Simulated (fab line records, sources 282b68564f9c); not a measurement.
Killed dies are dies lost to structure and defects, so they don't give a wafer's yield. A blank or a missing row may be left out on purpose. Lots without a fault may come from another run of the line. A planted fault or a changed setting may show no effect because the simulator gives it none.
fab line records | flow rit_cmos
record lots=6 wafers=18 last_day=7
route steps=202 shown PLDD@120 SPACER@125 NSD@131 M1@202
lots that met no fault: from a run of the same line without faults
start_h: hours from the record's first day to the start of the lot's first wafer shown | wait_h: hours since the lot's step before | " the same as in the row above | L1.1+2: a row that stands for several wafers | - no value, or no start given | * or withheld: withheld | < > ~ a bound
route shown NAME@n: a module of which the file shows steps, and the number in the route of the first | usual: mean/standard deviation of fault-free wafers | same: alike in all rows | chamber/n: place in a boat | sites: the reading at each site | _std_site: their standard deviation | _edge_site: outer sites' mean less inner sites' | radius_mm: how far each site lies from the wafer's centre | mask NAME#n: copy n | behind: the tool/chamber that last shaped the wafer | hold: why the lot was held/for how many hours/how that ended | device: the transistor (n, p or np) that didn't switch | end of line: the same wafers' tests at the end of the route | a step without rows: its recipe alone | killed: dies lost to structure and defects at the first sort, not the wafer's yield | map: a wafer's dies, x killed, . not, _ none there
set.NAME: the setting as run; set.NAME@STEP: as run at that earlier step | model.NAME: the simulator's own value behind a step, which no gauge read
lots at some steps of the route; a table a step, a row a wafer
services: from which hour (start_h, from the record's first day; less than 0 if before it) a tool's chamber was out of use, for how many hours, and why
## steps
# step RIT_PLDD_OVL_MEAS_06
# usual PLDD_OVL=0.0/1.2
# columns lot.wafer tool chamber start_h wait_h PLDD_OVL[nm]
L930.2 overlay-02 - 48.29 - -2.1
L930.4 " - " " -1.7
L930.5 " - " " -2.5
L934.2 overlay-01 - 71.29 - -0.7
L934.3 " - " " -0.1
L934.6 " - " " -2.1
L941.1 overlay-02 - 106.35 - 1.1
L941.2 " - " " 0.0
L941.4 " - " " 2.1
L942.1 overlay-01 - 113.11 - 0.9
L942.3 " - " " -0.6
L942.6 " - " " 0.1
L948.1 overlay-01 - 140.17 - -2.4
L948.2 " - " " -1.6
L948.5 " - " " -2.1
L952.1 overlay-02 - 161.13 - 1.6
L952.2 " - " " 1.2
L952.3 " - " " 1.9
# step RIT_PLDD_HARDBAKE_07
# recipe resist=NOVOLAK temp_c=140 time_s=60
# step RIT_PLDD_IMPLANT_08
# recipe species=BF2 energy_kev=20 dose_cm2=9e+14 tilt_deg=7
# step RIT_PLDD_STRIP_09
# recipe chemistry=O2 time_s=180 resist=NOVOLAK platen_temp_c=withheld power_w=500 pressure_mtorr=4000 o2_flow_sccm=4000
# usual drypump_motor_current_A=5.6/0.38 o2_flow_sccm=4000/13
# columns lot.wafer tool chamber start_h wait_h drypump_motor_current_A o2_flow_sccm rf_hours_counter_h
L930.2 plasma_asher-02 1 48.62 0.1 5.5 3999 39
L930.4 " 1 " " 5.4 3990 -
L930.5 " 0 " " 6.4 3997 -
L934.2 plasma_asher-01 1 71.62 0.1 5.4 3979 43
L934.3 " 1 " " 5.4 3989 -
L934.6 " 0 " " 5.4 4001 -
L941.1 plasma_asher-03 0 106.68 0.1 5.6 4023 47
L941.2 " 1 " " 5.3 3988 47
L941.4 " 1 " " 5.3 3982 -
L942.1 plasma_asher-03 0 113.45 0.1 5.6 3990 48
L942.3 " 1 " " 5.4 3990 -
L942.6 " 0 " " 5.6 3999 -
L948.1 plasma_asher-03 1 140.51 0.1 5.3 3997 51
L948.2 " 0 " " 5.5 4002 51
L948.5 " 0 " " 5.5 4013 -
L952.1 plasma_asher-01 0 161.46 0.1 5.4 3999 5
L952.2 " 1 " " 5.5 3997 5
L952.3 " 0 " " 5.4 3990 -
# step RIT_PLDD_TW_MEAS_10
# usual PLDD_TW=2344/38
# columns lot.wafer tool chamber start_h wait_h PLDD_TW
L930.2 film_metro-04 - 48.81 0.1 2300
L930.4 " - " " 2311
L930.5 " - " " 2306
L934.2 film_metro-03 - 71.81 0.1 2388
L934.3 " - " " 2368
L934.6 " - " " 2380
L941.1 film_metro-01 - 106.86 0.1 2393
L941.2 " - " " 2386
L941.4 " - " " 2387
L942.1 film_metro-03 - 113.62 0.1 2380
L942.3 " - " " 2369
L942.6 " - " " 2390
L948.1 film_metro-01 - 140.68 0.1 2383
L948.2 " - " " 2373
L948.5 " - " " 2377
L952.1 film_metro-04 - 161.64 0.1 2294
L952.2 " - " " 2300
L952.3 " - " " 2292
# step RIT_SPACER_CLEAN_00
# recipe chemistry=SC1 mix=3:3:50 time_s=600 temp_c=75
# step RIT_SPACER_CLEAN_01
# recipe chemistry=dHF dilution=50:1 time_s=30
# step RIT_SPACER_CLEAN_02
# recipe chemistry=SC2 mix=3:3:50 time_s=600 temp_c=75 dry=n2_spin
# step RIT_SPACER_CVD_03
# recipe material=Si3N4 target_thk_nm=250 temp_c=810 precursor=SiH2Cl2/NH3 time_s=3300 pressure_mtorr=300 sih2cl2_flow_sccm=61.17 nh3_flow_sccm=150
# step RIT_SPACER_THK_MEAS_04
# recipe reads=Si3N4_of_SPACER_CVD_03
# usual SPACER_NITRIDE_THK=252.8/2.3
# columns lot.wafer tool chamber start_h wait_h SPACER_NITRIDE_THK[nm]
L930.2 film_metro-01 - 53.27 0.0 247.7
L930.4 " - " " 248.9
L930.5 " - " " 248.8
L934.2 film_metro-04 - 75.13 0.0 248.8
L934.3 " - " " 249.0
L934.6 " - " " 249.8
L941.1 film_metro-02 - 110.87 0.0 254.1
L941.2 " - " " 254.2
L941.4 " - " " 251.7
L942.1 film_metro-01 - 115.97 0.0 254.9
L942.3 " - " " 253.9
L942.6 " - " " 252.5
L948.1 film_metro-04 - 143.02 0.0 251.5
L948.2 " - " " 252.0
L948.5 " - " " 249.4
L952.1 film_metro-04 - 164.01 0.0 251.2
L952.2 " - " " 253.3
L952.3 " - " " 253.4
# step RIT_SPACER_ETCHBACK_05
# recipe target_depth_a=2500 SF6_flow_sccm=30 CHF3_flow_sccm=30 target=Si3N4 chemistry=SF6/CHF3 pressure_mtorr=40 rf_w=250 time_s=240 stop_on=SiO2
# usual drypump_motor_current_A=5.7/0.4 oes_product_au=0.847/0.017 throttle_valve_pct=10.20/0.12
# columns lot.wafer tool chamber start_h wait_h drypump_motor_current_A oes_product_au rf_hours_counter_h throttle_valve_pct
L930.2 rie_diel-02 0 53.32 0.0 5.8 0.822 135 10.35
L930.4 " 3 " " 6.4 0.817 144 10.37
L930.5 " 1 " " 5.3 0.853 - 10.21
L934.2 rie_diel-03 0 75.18 0.0 6.0 0.837 16 10.26
L934.3 " 3 " " 6.0 0.855 3 10.04
L934.6 " 3 " " 6.0 0.853 - 10.04
L941.1 rie_diel-04 3 110.93 0.1 6.4 0.843 6 10.30
L941.2 " 1 " " 5.7 0.846 79 10.00
L941.4 " 3 " " 6.5 0.841 - 10.28
L942.1 rie_diel-02 2 116.03 0.1 5.5 0.880 144 10.06
L942.3 " 3 " " 6.3 0.823 145 10.36
L942.6 " 3 " " 6.4 0.826 - 10.37
L948.1 rie_diel-03 3 143.08 0.1 6.0 0.854 4 10.05
L948.2 " 0 " " 6.0 0.844 18 10.25
L948.5 " 1 " " 5.2 0.828 - 10.08
L952.1 rie_diel-02 2 164.07 0.1 5.4 0.870 146 10.07
L952.2 " 0 " " 5.8 0.831 137 10.35
L952.3 " 1 " " 5.3 0.859 16 10.22
# step RIT_NSD_HMDS_00
# recipe prime_time_s=60 prime_temp_c=140
# step RIT_NSD_COAT_01
# recipe resist=NOVOLAK spin_rpm=3250 resist_thk_nm=1000
# columns lot.wafer tool chamber start_h wait_h model.NOVOLAK_of_NSD_COAT_01.thk_nm
L930.2+5 litho_track-04 0 53.68 0.1 1001
L930.4 " 0 " " 999.3
L934.2 litho_track-04 0 75.50 0.1 1004
L934.3 " 0 " " 1000
L934.6 " 0 " " 996.9
L941.1 litho_track-03 0 111.23 0.1 808.5
L941.2 " 0 " " 809
L941.4 " 0 " " 808.3
L942.1 litho_track-03 0 116.45 0.1 808.9
L942.3 " 0 " " 809
L942.6 " 0 " " 811.1
L948.1 litho_track-02 0 143.38 0.1 998.5
L948.2 " 0 " " 995.5
L948.5 " 0 " " 995.3
L952.1 litho_track-04 0 164.37 0.1 1001
L952.2 " 0 " " 999.1
L952.3 " 0 " " 999.3
# step RIT_NSD_SOFTBAKE_02
# recipe resist=NOVOLAK temp_c=90 time_s=60
# step RIT_NSD_EXPOSE_03
# recipe mask_id=M9 na=0.57 target_cd_nm=40700 dose_mj=250
# step RIT_NSD_PEB_04
# recipe resist=NOVOLAK temp_c=withheld time_s=withheld
# step RIT_NSD_DEVELOP_05
# recipe resist=NOVOLAK develop_time_s=50 dev_temp_c=23
# step RIT_NSD_OVL_MEAS_06
# usual NSD_OVL=-0.2/1.3
# columns lot.wafer tool chamber start_h wait_h NSD_OVL[nm]
L930.2 overlay-02 - 54.36 - -0.5
L930.4 " - " " -2.0
L930.5 " - " " -0.1
L934.2 overlay-01 - 76.18 - 1.2
L934.3 " - " " 0.3
L934.6 " - " " 0.2
L941.1 overlay-01 - 112.05 - -0.3
L941.2 " - " " -1.6
L941.4 " - " " -0.5
L942.1 overlay-01 - 117.15 - -0.5
L942.3 " - " " 0.5
L942.6 " - " " 0.2
L948.1 overlay-02 - 144.21 - 1.3
L948.2 " - " " 0.0
L948.5 " - " " -0.2
L952.1 overlay-02 - 165.26 - -1.2
L952.2 " - " " -2.2
L952.3 " - " " -1.5
# step RIT_NSD_HARDBAKE_07
# recipe resist=NOVOLAK temp_c=138.8 time_s=60
# columns lot.wafer tool chamber start_h wait_h model.NOVOLAK_of_NSD_COAT_01.thk_nm
L930.2 litho_track-02 0 54.41 0.0 886.8
L930.4 " 0 " " 885
L930.5 " 0 " " 886.5
L934.2 litho_track-04 0 76.24 0.0 888.9
L934.3 " 0 " " 885.7
L934.6 " 0 " " 882.9
L941.1 litho_track-04 0 112.09 0.0 717.4
L941.2 " 0 " " 717.8
L941.4 " 0 " " 717.2
L942.1 litho_track-02 0 117.31 0.2 717.8
L942.3 " 0 " " 717.9
L942.6 " 0 " " 719.6
L948.1 litho_track-04 0 144.25 0.0 884.3
L948.2 " 0 " " 881.6
L948.5 " 0 " " 881.4
L952.1 litho_track-03 0 165.29 0.0 886.8
L952.2 " 0 " " 884.7
L952.3 " 0 " " 884.9
# step RIT_NSD_IMPLANT_08
# recipe species=P energy_kev=25 dose_cm2=1e+15 tilt_deg=7
# step RIT_M1_PROBE_99
# usual killed_at_M0_to_M3=0.0/0.14 killed_at_contacts=0.1/0.34 killed_at_front_end=6.6/2.7 killed_dies=6.7/2.7 killed_open=3.5/1.9 killed_short=3.1/1.8
# same gross_dies=264 killed_at_M4_up=0 killed_at_back_side=0 killed_at_other=0
# columns lot.wafer tool chamber start_h wait_h killed_at_M0_to_M3 killed_at_contacts killed_at_front_end killed_dies killed_open killed_short
L930.2 prober-02 - 64.37 0.1 0 0 9 9 8 1
L930.4 prober-02 - 64.47 0.2 0 0 3 3 0 3
L930.5 prober-02 - 64.52 0.2 0 0 8 8 5 3
L934.2 prober-02 - 86.23 0.1 0 0 4 4 3 1
L934.3 prober-02 - 86.28 0.2 0 0 3 3 2 1
L934.6 prober-02 - 86.43 0.2 0 0 8 8 5 3
L941.1 prober-01 - 122.63 0.1 0 0 5 5 3 2
L941.2 prober-01 - 122.68 0.1 0 0 6 6 3 3
L941.4 prober-01 - 122.78 0.2 0 0 5 5 3 2
L952.1 prober-02 - 175.07 0.1 0 0 6 6 3 3
L952.2 prober-02 - 175.12 0.1 0 0 5 5 4 1
L952.3 prober-02 - 175.17 0.2 0 1 9 10 5 5
# killed by level:class
L930.2 GATE:geometric_particle:open=4 ACTIVE:geometric_particle:open=1 FOX1:geometric_particle:open=1 FOX2:geometric_particle:open=1 REOX:geometric_particle:open=1 SPACER:geometric_particle:short=1
L930.4 SPACER:geometric_particle:short=3
L930.5 GATE:geometric_particle:short=2 SPACER:geometric_particle:open=2 FOX2:geometric_particle:open=1 GATE:geometric_particle:open=1 REOX:geometric_particle:open=1 REOX:geometric_particle:short=1
L934.2 GATE:geometric_particle:open=2 SPACER:geometric_particle:open=1 SILICIDE:geometric_particle:short=1
L934.3 GATE:geometric_particle:open=2 GATE:geometric_particle:short=1
L934.6 FOX1:geometric_particle:open=2 FOX2:geometric_particle:open=1 GATE:geometric_particle:short=1 REOX:geometric_particle:open=1 SPACER:geometric_particle:short=1 SPACER:geometric_particle:open=1 SILICIDE:geometric_particle:short=1
L941.1 ACTIVE:geometric_particle:open=1 FOX1:geometric_particle:short=1 FOX2:geometric_particle:open=1 GATE:geometric_particle:open=1 SPACER:geometric_particle:short=1
L941.2 SPACER:geometric_particle:short=2 GATE:geometric_particle:open=1 REOX:geometric_particle:short=1 SPACER:geometric_particle:open=1 SILICIDE:geometric_particle:open=1
L941.4 GATE:geometric_particle:open=2 FOX1:geometric_particle:short=1 GATE:geometric_particle:short=1 REOX:geometric_particle:open=1
L952.1 GATE:geometric_particle:open=3 REOX:geometric_particle:short=2 GATE:geometric_particle:short=1
L952.2 SILICIDE:geometric_particle:open=2 GATE:geometric_particle:open=1 SPACER:geometric_particle:open=1 SPACER:geometric_particle:short=1
L952.3 SILICIDE:geometric_particle:short=3 FOX1:geometric_particle:short=1 GATE:geometric_particle:short=1 GATE:geometric_particle:open=1 REOX:geometric_particle:open=1 SPACER:geometric_particle:open=1 SILICIDE:geometric_particle:open=1 CONTACT:geometric_particle:open=1
## services
# columns tool chamber start_h hours kind
rie_diel-04 0 25.28 4.8 repair
rie_diel-02 1 35.49 3.8 repair
rie_diel-02 2 63.37 2.7 repair
rie_diel-03 0 71.75 2.1 repair
rie_diel-03 - 82.90 2.8 pm
rie_diel-04 2 85.69 40.9 repair
rie_diel-04 1 93.01 11.3 repair
rie_diel-03 1 103.93 - clean
rie_diel-03 1 103.93 17.7 scheduled_down
rie_diel-03 1 103.93 17.7 vent_cycle
plasma_asher-01 - 105.73 1.2 repair
plasma_asher-01 - 108.75 9.0 pm
plasma_asher-01 0 108.75 9.0 vent_cycle
plasma_asher-01 1 108.75 9.0 vent_cycle
plasma_asher-01 0 117.75 - clean
plasma_asher-01 1 117.75 - clean
rie_diel-04 2 138.04 3.8 repair
rie_diel-03 1 138.49 2.7 repair
## key
first_sign none at tools or gauges
model_effect step=RIT_NSD_COAT_01 value=NOVOLAK_of_NSD_COAT_01.thk_nm without=998.2 struck=809.1
model_effect step=RIT_NSD_HARDBAKE_07 value=NOVOLAK_of_NSD_COAT_01.thk_nm without=884 struck=718
met_at RIT_NSD_COAT_01
struck_wafers L941.1,L941.2,L941.4,L942.1,L942.3,L942.6
tester_left_out L941,L942
fault kind=process_parameter_drift tool=litho_track-03 chamber=- onset_h=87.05 steps=RIT_NSD_COAT_01 channel=resist_thk_nm offset=-189.4 shape=step end_h=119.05 acts_in=these_recipes_only stated=1000
# tester_left_out: of these lots the tester's yield and bins aren't shown, on N5 and GAA mostly nor the transistor test; their killed dies are dies lost to structure and defects alone, not to doping, threshold or leakage, so they don't give the yield
